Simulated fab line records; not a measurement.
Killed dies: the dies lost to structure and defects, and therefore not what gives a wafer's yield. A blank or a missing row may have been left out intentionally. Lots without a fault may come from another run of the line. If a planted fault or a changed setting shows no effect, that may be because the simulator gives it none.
fab line records -- flow berkeley-cmos170
record: lots: 15, wafers: 45, last-day: 12
route steps=331 shown PVT@123 GATE@135 CONTACT@222
lots that met no fault: taken from a fault-free run of the same line
start-h: start of the lot's first displayed wafer, in hours after the record's first day -- wait-h: hours from the lot's prior step to this one -- " same as the row above -- L1.1+2: a single row standing in for several wafers -- - either no value or no given start -- * or withheld: withheld -- < > ~ a bound
route shown NAME@n: names a module that has steps shown in the file, with the first one's number in the route -- usual: mean/standard deviation taken from wafers without a fault -- same: alike in all rows -- chamber/n: place in a boat -- sites: each site's reading -- _std_site: how widely they spread, as a standard deviation -- _edge_site: the outer-site mean with the inner-site mean subtracted -- radius-mm: how far each site lies from the wafer's centre -- mask NAME#n: copy n -- behind: the last tool/chamber to shape the wafer -- hold: reason for holding the lot/hours on hold/outcome of the hold -- device: names the non-switching transistor (n, p or np) -- end of line: at the end of the route, the tests of the same wafers -- a step with no rows: only its recipe -- killed: dies lost to structure and defects at the first sort, not the wafer's yield -- map: a wafer's dies, x killed, . not, _ none there
set.NAME: the setting that was run; set.NAME@STEP: the one run at that earlier step -- model.NAME: the simulator's own value behind a step, which no gauge read
one table for each step of the route and one row for each wafer, over a sample of lots
services: from which hour (start-h, from the record's first day; less than 0 if before it) a tool's chamber was out of use, for how many hours, and why
== steps ==
step: UCB170_PVT_STRIP_08
recipe: chemistry: O2, power-w: 400, pressure-mtorr: 3500, platen-temp-c: withheld, o2-flow-sccm: 400, overash-fraction: 0.5
usual: drypump-motor-current-A: 6.0/0.31, oes-product-au: 0.735/0.0047, strip-time-to-endpoint-s: 21.64/0.06
lot.wafer,tool,chamber,start-h,wait-h,drypump-motor-current-A,oes-product-au,rf-hours-counter-h,strip-time-to-endpoint-s
L464.1,plasma-asher-03,0,121.36,0.1,6.1,0.745,0,21.68
L464.3,plasma-asher-03,0,121.36,0.1,6.1,0.729,-,21.64
L464.5,plasma-asher-03,0,121.36,0.1,6.1,0.728,-,21.67
L465.2,plasma-asher-01,1,124.25,0.1,5.5,0.729,43,21.64
L465.3,plasma-asher-01,0,124.25,0.1,6.0,0.728,-,21.62
L465.5,plasma-asher-01,1,124.25,0.1,5.5,0.749,-,21.63
L467.2,plasma-asher-02,1,124.29,0.1,6.2,0.729,30,21.65
L467.4,plasma-asher-02,0,124.29,0.1,5.5,0.741,-,21.78
L467.5,plasma-asher-02,1,124.29,0.1,6.2,0.739,-,21.75
L466.3,plasma-asher-03,0,124.55,0.1,6.1,0.735,-,21.76
L466.4,plasma-asher-03,1,124.55,0.1,6.3,0.732,-,21.69
L466.6,plasma-asher-03,0,124.55,0.1,6.1,0.732,-,21.71
L469.1,plasma-asher-02,1,141.58,0.1,6.2,0.729,31,21.54
L469.2,plasma-asher-02,0,141.58,0.1,5.5,0.734,31,21.52
L469.3,plasma-asher-02,1,141.58,0.1,6.2,0.728,-,21.53
L468.3,plasma-asher-01,0,141.84,0.1,6.0,0.733,-,21.71
L468.4,plasma-asher-01,1,141.84,0.1,5.5,0.735,-,21.67
L468.6,plasma-asher-01,1,141.84,0.1,5.5,0.739,-,21.67
L470.1,plasma-asher-01,0,146.27,0.1,6.0,0.730,45,21.54
L470.3,plasma-asher-01,1,146.27,0.1,5.5,0.738,-,21.55
L470.5,plasma-asher-01,1,146.27,0.1,5.5,0.732,-,21.62
L471.1,plasma-asher-01,0,157.80,0.1,6.0,0.738,46,21.73
L471.4,plasma-asher-01,0,157.80,0.1,6.0,0.728,-,21.62
L471.6,plasma-asher-01,0,157.80,0.1,6.0,0.736,-,21.62
L474.3,plasma-asher-03,0,183.12,0.1,6.1,0.737,-,21.54
L474.4,plasma-asher-03,1,183.12,0.1,6.3,0.730,-,21.57
L474.6,plasma-asher-03,0,183.12,0.1,6.1,0.735,-,21.59
L475.2,plasma-asher-02,1,183.61,0.1,6.2,0.735,37,21.67
L475.3,plasma-asher-02,1,183.61,0.1,6.2,0.739,-,21.70
L475.4,plasma-asher-02,0,183.61,0.1,5.5,0.725,-,21.67
L477.1,plasma-asher-03,0,183.61,0.1,6.1,0.740,8,21.62
L477.3,plasma-asher-03,1,183.61,0.1,6.3,0.734,-,21.67
L477.4,plasma-asher-03,0,183.61,0.1,6.1,0.742,-,21.63
L480.1,plasma-asher-03,1,185.79,0.1,6.2,0.736,9,21.77
L480.2,plasma-asher-03,0,185.79,0.1,6.1,0.735,9,21.68
L480.4,plasma-asher-03,0,185.79,0.1,6.1,0.734,-,21.72
L482.3,plasma-asher-01,0,196.67,0.1,6.0,0.732,-,21.64
L482.5,plasma-asher-01,0,196.67,0.1,6.0,0.736,-,21.71
L482.6,plasma-asher-01,1,196.67,0.1,5.5,0.741,-,21.63
L484.2,plasma-asher-03,0,210.60,0.1,6.1,0.729,11,21.68
L484.4,plasma-asher-03,1,210.60,0.1,6.2,0.737,-,21.61
L484.5,plasma-asher-03,0,210.60,0.1,6.1,0.737,-,21.62
L485.2,plasma-asher-02,1,219.63,0.1,6.2,0.734,41,21.66
L485.3,plasma-asher-02,0,219.63,0.1,5.5,0.741,-,21.63
L485.6,plasma-asher-02,0,219.63,0.1,5.5,0.739,-,21.67
step: UCB170_PVT_TW_MEAS_09
usual: PVT_TW: 507/6.5
lot.wafer,tool,chamber,start-h,wait-h,PVT_TW
L464.1,film-metro-02,-,121.46,0.1,502
L464.3,film-metro-02,-,121.46,0.1,503
L464.5,film-metro-02,-,121.46,0.1,505
L465.2,film-metro-02,-,124.36,0.1,502
L465.3,film-metro-02,-,124.36,0.1,502
L465.5,film-metro-02,-,124.36,0.1,501
L467.2,film-metro-01,-,124.40,0.1,510
L467.4,film-metro-01,-,124.40,0.1,513
L467.5,film-metro-01,-,124.40,0.1,513
L466.3,film-metro-03,-,124.64,0.1,499
L466.4,film-metro-03,-,124.64,0.1,501
L466.6,film-metro-03,-,124.64,0.1,500
L469.1,film-metro-02,-,141.68,0.1,501
L469.2,film-metro-02,-,141.68,0.1,499
L469.3,film-metro-02,-,141.68,0.1,504
L468.3,film-metro-03,-,141.93,0.1,503
L468.4,film-metro-03,-,141.93,0.1,501
L468.6,film-metro-03,-,141.93,0.1,498
L470.1,film-metro-01,-,146.37,0.1,513
L470.3,film-metro-01,-,146.37,0.1,516
L470.5,film-metro-01,-,146.37,0.1,513
L471.1,film-metro-01,-,157.90,0.1,512
L471.4,film-metro-01,-,157.90,0.1,516
L471.6,film-metro-01,-,157.90,0.1,515
L474.3,film-metro-03,-,183.21,0.1,499
L474.4,film-metro-03,-,183.21,0.1,501
L474.6,film-metro-03,-,183.21,0.1,499
L477.1,film-metro-02,-,183.71,0.1,504
L477.3,film-metro-02,-,183.71,0.1,502
L477.4,film-metro-02,-,183.71,0.1,506
L475.2,film-metro-03,-,183.72,0.1,498
L475.3,film-metro-03,-,183.72,0.1,503
L475.4,film-metro-03,-,183.72,0.1,500
L480.1,film-metro-03,-,185.89,0.1,498
L480.2,film-metro-03,-,185.89,0.1,502
L480.4,film-metro-03,-,185.89,0.1,500
L482.3,film-metro-01,-,196.76,0.1,516
L482.5,film-metro-01,-,196.76,0.1,514
L482.6,film-metro-01,-,196.76,0.1,516
L484.2,film-metro-02,-,210.71,0.1,507
L484.4,film-metro-02,-,210.71,0.1,504
L484.5,film-metro-02,-,210.71,0.1,509
L485.2,film-metro-02,-,219.74,0.1,509
L485.3,film-metro-02,-,219.74,0.1,504
L485.6,film-metro-02,-,219.74,0.1,504
step: UCB170_GATE_EXPOSE_09
recipe: mask-id: POLY, target-cd-nm: 350, na: 0.5, sigma-outer: 0.6, source-shape: conventional, dose-mj: 21
same: na: 0.5
lot.wafer,tool,chamber,start-h,wait-h,mask
L467.2+4+5,krf-scanner-02,0,132.39,-,POLY#0
L464.1+3+5,krf-scanner-02,0,132.48,-,POLY#0
L466.3+4+6,krf-scanner-01,0,132.76,-,POLY#0
L465.2+3+5,krf-scanner-02,0,132.99,-,POLY#0
L469.1+2+3,krf-scanner-01,0,154.17,-,POLY#0
L468.3+4+6,krf-scanner-02,0,154.58,-,POLY#0
L470.1+3+5,krf-scanner-01,0,160.53,-,POLY#0
L471.1+4+6,krf-scanner-02,0,172.01,-,POLY#0
L475.2+3+4,krf-scanner-01,0,192.56,-,POLY#0
L474.3+4+6,krf-scanner-02,0,192.94,-,POLY#0
L477.1+3+4,krf-scanner-02,0,193.49,-,POLY#0
L480.1+2+4,krf-scanner-02,0,196.14,-,POLY#0
L482.3+5+6,krf-scanner-01,0,206.10,-,POLY#0
L484.2+4+5,krf-scanner-01,0,223.29,-,POLY#0
L485.2+3+6,krf-scanner-01,0,232.34,-,POLY#0
step: UCB170_GATE_OVL_MEAS_13
usual: GATE_OVL: -1/6.1
lot.wafer,tool,chamber,start-h,wait-h,GATE_OVL[nm]
L467.2,overlay-01,-,132.88,0.1,7
L467.4,overlay-01,-,132.88,0.1,-3
L467.5,overlay-01,-,132.88,0.1,8
L464.1,overlay-02,-,133.15,0.1,-10
L464.3,overlay-02,-,133.15,0.1,-6
L464.5,overlay-02,-,133.15,0.1,-10
L466.3,overlay-01,-,133.29,0.1,-7
L466.4,overlay-01,-,133.29,0.1,-3
L466.6,overlay-01,-,133.29,0.1,2
L465.2,overlay-02,-,133.48,0.1,6
L465.3,overlay-02,-,133.48,0.1,0
L465.5,overlay-02,-,133.48,0.1,3
L469.1,overlay-02,-,154.68,0.1,0
L469.2,overlay-02,-,154.68,0.1,5
L469.3,overlay-02,-,154.68,0.1,-2
L468.3,overlay-02,-,155.06,0.1,-3
L468.4,overlay-02,-,155.06,0.1,-2
L468.6,overlay-02,-,155.06,0.1,-6
L470.1,overlay-02,-,161.04,0.1,-5
L470.3,overlay-02,-,161.04,0.1,-11
L470.5,overlay-02,-,161.04,0.1,-10
L471.1,overlay-01,-,172.52,0.1,-5
L471.4,overlay-01,-,172.52,0.1,-7
L471.6,overlay-01,-,172.52,0.1,-3
L475.2,overlay-01,-,193.58,0.1,1
L475.3,overlay-01,-,193.58,0.1,-1
L475.4,overlay-01,-,193.58,0.1,3
L474.3,overlay-02,-,193.86,0.1,-131
L474.4,overlay-02,-,193.86,0.1,-138
L474.6,overlay-02,-,193.86,0.1,-127
L477.1,overlay-02,-,194.26,0.1,-129
L477.3,overlay-02,-,194.26,0.1,-123
L477.4,overlay-02,-,194.26,0.1,-132
L480.1,overlay-02,-,196.98,0.1,-125
L480.2,overlay-02,-,196.98,0.1,-139
L480.4,overlay-02,-,196.98,0.1,-127
L482.3,overlay-01,-,206.58,0.1,4
L482.5,overlay-01,-,206.58,0.1,2
L482.6,overlay-01,-,206.58,0.1,-4
L484.2,overlay-01,-,223.79,0.1,5
L484.4,overlay-01,-,223.79,0.1,5
L484.5,overlay-01,-,223.79,0.1,-8
L485.2,overlay-02,-,233.45,0.1,3
L485.3,overlay-02,-,233.45,0.1,14
L485.6,overlay-02,-,233.45,0.1,3
step: UCB170_CONTACT_STRIP_06
recipe: chemistry: O2, power-w: 400, pressure-mtorr: 3500, platen-temp-c: withheld, o2-flow-sccm: 400, overash-fraction: 0.5
usual: drypump-motor-current-A: 5.9/0.37, oes-product-au: 0.735/0.0045, strip-time-to-endpoint-s: 21.97/0.073
lot.wafer,tool,chamber,start-h,wait-h,drypump-motor-current-A,oes-product-au,rf-hours-counter-h,strip-time-to-endpoint-s
L467.2,plasma-asher-02,1,150.23,0.1,6.2,0.735,32,22.03
L467.4,plasma-asher-02,1,150.23,0.1,6.2,0.734,-,22.03
L467.5,plasma-asher-02,1,150.23,0.1,6.2,0.736,-,22.08
L464.1,plasma-asher-03,1,150.67,0.1,6.3,0.731,4,22.01
L464.3,plasma-asher-03,0,150.67,0.1,6.1,0.743,-,22.06
L464.5,plasma-asher-03,1,150.67,0.1,6.2,0.732,-,22.03
L465.2,plasma-asher-03,0,152.01,0.1,6.1,0.737,4,22.00
L465.3,plasma-asher-03,0,152.01,0.1,6.1,0.741,-,21.93
L465.5,plasma-asher-03,0,152.01,0.1,6.1,0.731,-,21.97
L466.3,plasma-asher-02,0,152.05,0.1,5.5,0.721,-,22.02
L466.4,plasma-asher-02,1,152.05,0.1,6.2,0.737,-,21.86
L466.6,plasma-asher-02,1,152.05,0.1,6.2,0.731,-,22.03
L468.3,plasma-asher-04,0,176.67,0.1,6.2,0.736,-,22.06
L468.4,plasma-asher-04,1,176.67,0.1,5.2,0.738,-,22.02
L468.6,plasma-asher-04,1,176.67,0.1,5.2,0.738,-,22.00
L470.1,plasma-asher-03,1,178.94,0.1,6.3,0.728,7,21.95
L470.3,plasma-asher-03,0,178.94,0.1,6.1,0.735,-,21.97
L470.5,plasma-asher-03,0,178.94,0.1,6.1,0.735,-,22.01
L469.1,plasma-asher-04,0,179.12,0.1,6.2,0.727,49,21.91
L469.2,plasma-asher-04,1,179.12,0.1,5.3,0.730,49,21.98
L469.3,plasma-asher-04,0,179.12,0.1,6.2,0.731,-,21.96
L471.1,plasma-asher-02,1,188.80,0.1,6.2,0.729,38,21.99
L471.4,plasma-asher-02,1,188.80,0.1,6.1,0.741,-,21.96
L471.6,plasma-asher-02,1,188.80,0.1,6.1,0.736,-,21.93
L477.1,plasma-asher-02,0,215.47,0.1,5.5,0.730,41,21.94
L477.3,plasma-asher-02,1,215.47,0.1,6.2,0.733,-,21.93
L477.4,plasma-asher-02,0,215.47,0.1,5.5,0.736,-,21.94
L474.3,plasma-asher-03,0,215.50,0.1,6.1,0.734,-,22.06
L474.4,plasma-asher-03,1,215.50,0.1,6.3,0.733,-,22.09
L474.6,plasma-asher-03,1,215.50,0.1,6.3,0.731,-,22.12
L475.2,plasma-asher-03,1,215.92,0.1,6.2,0.734,12,21.91
L475.3,plasma-asher-03,0,215.92,0.1,6.1,0.735,-,21.96
L475.4,plasma-asher-03,1,215.92,0.1,6.3,0.735,-,21.96
L480.1,plasma-asher-04,1,217.56,0.1,5.3,0.732,54,21.93
L480.2,plasma-asher-04,0,217.56,0.1,6.2,0.737,54,21.83
L480.4,plasma-asher-04,1,217.56,0.1,5.2,0.731,-,21.80
L482.3,plasma-asher-02,1,227.94,0.1,6.2,0.733,-,21.92
L482.5,plasma-asher-02,0,227.94,0.1,5.5,0.739,-,21.96
L482.6,plasma-asher-02,1,227.94,0.1,6.2,0.730,-,21.94
L484.2,plasma-asher-04,1,244.19,0.1,5.2,0.739,58,21.87
L484.4,plasma-asher-04,0,244.19,0.1,6.2,0.736,-,21.90
L484.5,plasma-asher-04,0,244.19,0.1,6.2,0.731,-,21.95
L485.2,plasma-asher-03,0,254.91,0.1,6.1,0.736,16,21.90
L485.3,plasma-asher-03,1,254.91,0.1,6.3,0.741,-,21.92
L485.6,plasma-asher-03,1,254.91,0.1,6.3,0.739,-,21.91
== services ==
tool,chamber,start-h,hours,kind
plasma-asher-02,-,100.36,1.8,repair
plasma-asher-03,-,108.75,9.0,pm
plasma-asher-03,0,108.75,9.0,vent-cycle
plasma-asher-03,1,108.75,9.0,vent-cycle
krf-scanner-02,-,117.47,1.0,pm
plasma-asher-03,0,117.75,-,clean
plasma-asher-03,1,117.75,-,clean
krf-scanner-01,-,150.76,1.3,pm
krf-scanner-01,-,154.29,4.4,pm
plasma-asher-01,-,161.52,28.1,pm
krf-scanner-02,-,176.66,1.3,pm
krf-scanner-01,-,184.15,1.0,pm
krf-scanner-01,0,198.26,-,calibration
krf-scanner-02,-,209.86,0.8,pm
plasma-asher-03,-,219.57,4.3,repair
krf-scanner-02,0,227.38,-,calibration
krf-scanner-01,-,243.26,0.8,pm
plasma-asher-04,-,247.33,1.2,repair
krf-scanner-02,-,252.16,0.5,repair
== key ==
first-sign: step: UCB170_GATE_OVL_MEAS_13, reading: GATE_OVL, direction: down, sigmas: 21, usual: -1, struck: -130
effect none on later readings
met-at UCB170_GATE_EXPOSE_09
struck-lots L474,L477,L480
tester-left-out L474,L477,L480
not-acting-at UCB170_PVT_STRIP_08,UCB170_PVT_TW_MEAS_09,UCB170_CONTACT_STRIP_06
onset-between 172.01 192.94
fault: kind: scanner-matching-overlay, tool: krf-scanner-02, chamber: -, onset-h: 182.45, steps: UCB170_GATE_EXPOSE_09, offset: -130
tester-left-out: of these lots the tester's yield and bins aren't shown, on N5 and GAA mostly nor the transistor test; their killed dies are dies lost to structure and defects alone, not to doping, threshold or leakage, so they don't give the yield
